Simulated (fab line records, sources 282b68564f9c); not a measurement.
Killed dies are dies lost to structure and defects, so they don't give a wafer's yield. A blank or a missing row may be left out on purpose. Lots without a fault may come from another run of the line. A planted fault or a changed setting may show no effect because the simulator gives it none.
fab line records | flow rit_cmos
record lots=14 wafers=42 last_day=7
route steps=202 shown PLDD@117 M1@202
lots that met no fault: from a run of the same line without faults
start_h: hours from the record's first day to the start of the lot's first wafer shown | wait_h: hours since the lot's step before | " the same as in the row above | L1.1+2: a row that stands for several wafers | - no value, or no start given | * or withheld: withheld | < > ~ a bound
route shown NAME@n: a module of which the file shows steps, and the number in the route of the first | usual: mean/standard deviation of fault-free wafers | same: alike in all rows | chamber/n: place in a boat | sites: the reading at each site | _std_site: their standard deviation | _edge_site: outer sites' mean less inner sites' | radius_mm: how far each site lies from the wafer's centre | mask NAME#n: copy n | behind: the tool/chamber that last shaped the wafer | hold: why the lot was held/for how many hours/how that ended | device: the transistor (n, p or np) that didn't switch | end of line: the same wafers' tests at the end of the route | a step without rows: its recipe alone | killed: dies lost to structure and defects at the first sort, not the wafer's yield | map: a wafer's dies, x killed, . not, _ none there
set.NAME: the setting as run; set.NAME@STEP: as run at that earlier step | model.NAME: the simulator's own value behind a step, which no gauge read
steps of the route over a sample of lots; a table a step, a row a wafer
services: from which hour (start_h, from the record's first day; less than 0 if before it) a tool's chamber was out of use, for how many hours, and why
## steps
# step RIT_PLDD_EXPOSE_03
# recipe mask_id=M8 na=0.57 target_cd_nm=40900 dose_mj=250
# columns lot.wafer tool chamber start_h wait_h mask
L241.3+4+5 iline_stepper-01 0 42.57 0.1 M8#0
L242.3+4+6 iline_stepper-01 0 47.65 0.1 M8#0
L243.1+2+6 iline_stepper-02 0 52.22 0.2 M8#0
L245.2+4+5 iline_stepper-01 0 63.80 0.2 M8#0
L248.1+5+6 iline_stepper-02 0 77.07 0.2 M8#0
L249.2+3+4 iline_stepper-02 0 83.09 0.1 M8#0
L251.2+3+5 iline_stepper-01 0 91.76 0.1 M8#0
L252.3+5+6 iline_stepper-02 0 97.51 0.2 M8#0
L253.3+4+5 iline_stepper-01 0 104.21 0.2 M8#0
L254.1+2+6 iline_stepper-01 0 107.42 0.1 M8#0
L255.1+2+6 iline_stepper-01 0 112.66 0.1 M8#0
L257.2+3+5 iline_stepper-01 0 123.38 0.2 M8#0
L260.4+5+6 iline_stepper-01 0 137.26 0.2 M8#0
L261.2+3+4 iline_stepper-01 0 142.87 0.1 M8#0
# step RIT_PLDD_OVL_MEAS_06
# usual PLDD_OVL=0.6/1.3
# columns lot.wafer tool chamber start_h wait_h PLDD_OVL[nm]
L241.3 overlay-01 - 42.94 - 1.2
L241.4 " - " " 0.6
L241.5 " - " " 0.6
L242.3 overlay-01 - 48.02 - 3.2
L242.4 " - " " 0.5
L242.6 " - " " 0.3
L243.1 overlay-01 - 52.62 - 1.4
L243.2 " - " " -0.5
L243.6 " - " " 0.8
L245.2 overlay-02 - 64.27 - 2.3
L245.4 " - " " 3.0
L245.5 " - " " 2.2
L248.1 overlay-01 - 77.48 - 241.9
L248.5 " - " " 241.3
L248.6 " - " " 241.7
L249.2 overlay-01 - 83.48 - 241.5
L249.3 " - " " 241.5
L249.4 " - " " 241.1
L251.2 overlay-01 - 92.14 - 1.4
L251.3 " - " " 1.9
L251.5 " - " " 2.1
L252.3 overlay-01 - 97.89 - 240.6
L252.5 " - " " 241.0
L252.6 " - " " 240.3
L253.3 overlay-01 - 104.58 - 1.1
L253.4 " - " " 1.8
L253.5 " - " " 1.6
L254.1 overlay-01 - 107.82 - -0.4
L254.2 " - " " -0.7
L254.6 " - " " -1.2
L255.1 overlay-01 - 113.06 - 1.8
L255.2 " - " " 3.1
L255.6 " - " " 1.8
L257.2 overlay-01 - 123.76 - 2.2
L257.3 " - " " 2.5
L257.5 " - " " 2.3
L260.4 overlay-01 - 137.61 - -0.1
L260.5 " - " " -0.5
L260.6 " - " " 1.7
L261.2 overlay-02 - 143.25 - 2.0
L261.3 " - " " 0.4
L261.4 " - " " -2.7
# step RIT_M1_PROBE_99
# usual killed_at_M0_to_M3=0.0/0.12 killed_at_contacts=0.1/0.35 killed_at_front_end=6.6/2.7 killed_dies=6.7/2.8 killed_open=3.4/2.1 killed_short=3.3/1.8
# same gross_dies=264 killed_at_M4_up=0 killed_at_back_side=0 killed_at_other=0
# columns lot.wafer tool chamber start_h wait_h killed_at_M0_to_M3 killed_at_contacts killed_at_front_end killed_dies killed_open killed_short
L242.3 prober-01 - 62.05 0.2 0 0 6 6 6 0
L242.4 prober-01 - 62.10 0.2 0 0 2 2 0 2
L242.6 prober-01 - 62.20 0.2 0 0 7 7 3 4
L248.1 prober-01 - 91.45 0.1 0 0 10 10 7 3
L248.5 prober-01 - 91.65 0.2 0 0 3 3 1 2
L248.6 prober-01 - 91.70 0.2 0 0 8 8 2 6
L249.2 prober-02 - 98.73 0.1 0 0 5 5 2 3
L249.3 prober-02 - 98.78 0.2 0 0 7 7 5 2
L249.4 prober-02 - 98.83 0.2 0 0 6 6 1 5
L251.2 prober-02 - 106.46 0.1 0 0 3 3 1 2
L251.3 prober-02 - 106.51 0.2 0 0 11 11 3 8
L251.5 prober-02 - 106.61 0.2 0 0 3 3 2 1
L252.3 prober-01 - 111.92 0.2 0 0 8 8 7 1
L252.5 prober-01 - 112.02 0.2 0 0 6 6 4 2
L252.6 prober-01 - 112.07 0.2 0 0 11 11 9 2
L254.1 prober-01 - 121.77 0.1 0 0 10 10 5 5
L254.2 prober-01 - 121.82 0.1 0 0 11 11 5 6
L254.6 prober-01 - 122.02 0.2 0 0 8 8 4 4
L257.2 prober-02 - 137.69 0.1 0 0 4 4 1 2
L257.3 prober-02 - 137.74 0.2 0 0 9 9 6 3
L257.5 prober-02 - 137.84 0.2 0 0 6 6 2 4
# killed by level:class
L242.3 GATE:geometric_particle:open=4 SPACER:geometric_particle:open=1 SILICIDE:geometric_particle:open=1
L242.4 FOX1:geometric_particle:short=1 GATE:geometric_particle:short=1
L242.6 GATE:geometric_particle:open=3 GATE:geometric_particle:short=3 ACTIVE:geometric_particle:short=1
L248.1 SILICIDE:geometric_particle:open=4 FOX1:geometric_particle:open=2 FOX1:geometric_particle:short=1 FOX2:geometric_particle:short=1 GATE:geometric_particle:open=1 SILICIDE:geometric_particle:short=1
L248.5 FOX1:geometric_particle:short=1 GATE:geometric_particle:open=1 SPACER:geometric_particle:short=1
L248.6 FOX1:geometric_particle:short=2 GATE:geometric_particle:short=2 FOX1:geometric_particle:open=1 REOX:geometric_particle:short=1 REOX:geometric_particle:open=1 SPACER:geometric_particle:short=1
L249.2 GATE:geometric_particle:open=1 REOX:geometric_particle:short=1 SPACER:geometric_particle:short=1 SILICIDE:geometric_particle:short=1 SILICIDE:geometric_particle:open=1
L249.3 FOX1:geometric_particle:open=3 GATE:geometric_particle:open=2 FOX1:geometric_particle:short=1 GATE:geometric_particle:short=1
L249.4 GATE:geometric_particle:short=4 GATE:geometric_particle:open=1 SILICIDE:geometric_particle:short=1
L251.2 GATE:geometric_particle:short=1 GATE:geometric_particle:open=1 REOX:geometric_particle:short=1
L251.3 SPACER:geometric_particle:short=4 GATE:geometric_particle:short=3 SPACER:geometric_particle:open=2 REOX:geometric_particle:short=1 REOX:geometric_particle:open=1
L251.5 GATE:geometric_particle:open=2 REOX:geometric_particle:short=1
L252.3 SILICIDE:geometric_particle:open=3 GATE:geometric_particle:open=2 SPACER:geometric_particle:open=2 FOX2:geometric_particle:short=1
L252.5 FOX1:geometric_particle:open=2 GATE:geometric_particle:open=1 SPACER:geometric_particle:open=1 SPACER:geometric_particle:short=1 SILICIDE:geometric_particle:short=1
L252.6 FOX1:geometric_particle:open=4 REOX:geometric_particle:open=2 FOX1:geometric_particle:short=1 GATE:geometric_particle:open=1 SPACER:geometric_particle:open=1 SILICIDE:geometric_particle:short=1 SILICIDE:geometric_particle:open=1
L254.1 SPACER:geometric_particle:short=4 SPACER:geometric_particle:open=2 FOX1:geometric_particle:short=1 FOX2:geometric_particle:open=1 GATE:geometric_particle:open=1 REOX:geometric_particle:open=1
L254.2 FOX1:geometric_particle:short=2 FOX1:geometric_particle:open=2 FOX2:geometric_particle:open=1 GATE:geometric_particle:short=1 REOX:geometric_particle:short=1 REOX:geometric_particle:open=1 SPACER:geometric_particle:short=1 SILICIDE:geometric_particle:open=1
L254.6 FOX1:geometric_particle:short=2 GATE:geometric_particle:open=2 GATE:geometric_particle:short=2 FOX1:geometric_particle:open=1 FOX2:geometric_particle:open=1
L257.2 GATE:geometric_particle:short=2 GATE:geometric_particle:open=1 NRETRO:coat_microbubble_printed=1
L257.3 SPACER:geometric_particle:open=3 GATE:geometric_particle:open=2 GATE:geometric_particle:short=2 FOX1:geometric_particle:open=1 SPACER:geometric_particle:short=1
L257.5 FOX1:geometric_particle:short=2 FOX1:geometric_particle:open=1 FOX2:geometric_particle:open=1 FOX2:geometric_particle:short=1 GATE:geometric_particle:short=1
## services
# columns tool chamber start_h hours kind
iline_stepper-02 - 23.72 1.7 pm
iline_stepper-01 - 75.45 5.2 repair
iline_stepper-02 0 76.45 - calibration
iline_stepper-01 0 140.42 - calibration
## key
first_sign step=RIT_PLDD_OVL_MEAS_06 reading=PLDD_OVL direction=up sigmas=99+ usual=0.6 struck=241.2
effect none on later readings
met_at RIT_PLDD_EXPOSE_03
struck_lots L248,L249,L252
tester_left_out L248,L249,L252
onset_between 52.22 77.07
fault kind=scanner_matching_overlay tool=iline_stepper-02 chamber=- onset_h=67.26 steps=RIT_PLDD_EXPOSE_03 offset=240
# tester_left_out: of these lots the tester's yield and bins aren't shown, on N5 and GAA mostly nor the transistor test; their killed dies are dies lost to structure and defects alone, not to doping, threshold or leakage, so they don't give the yield
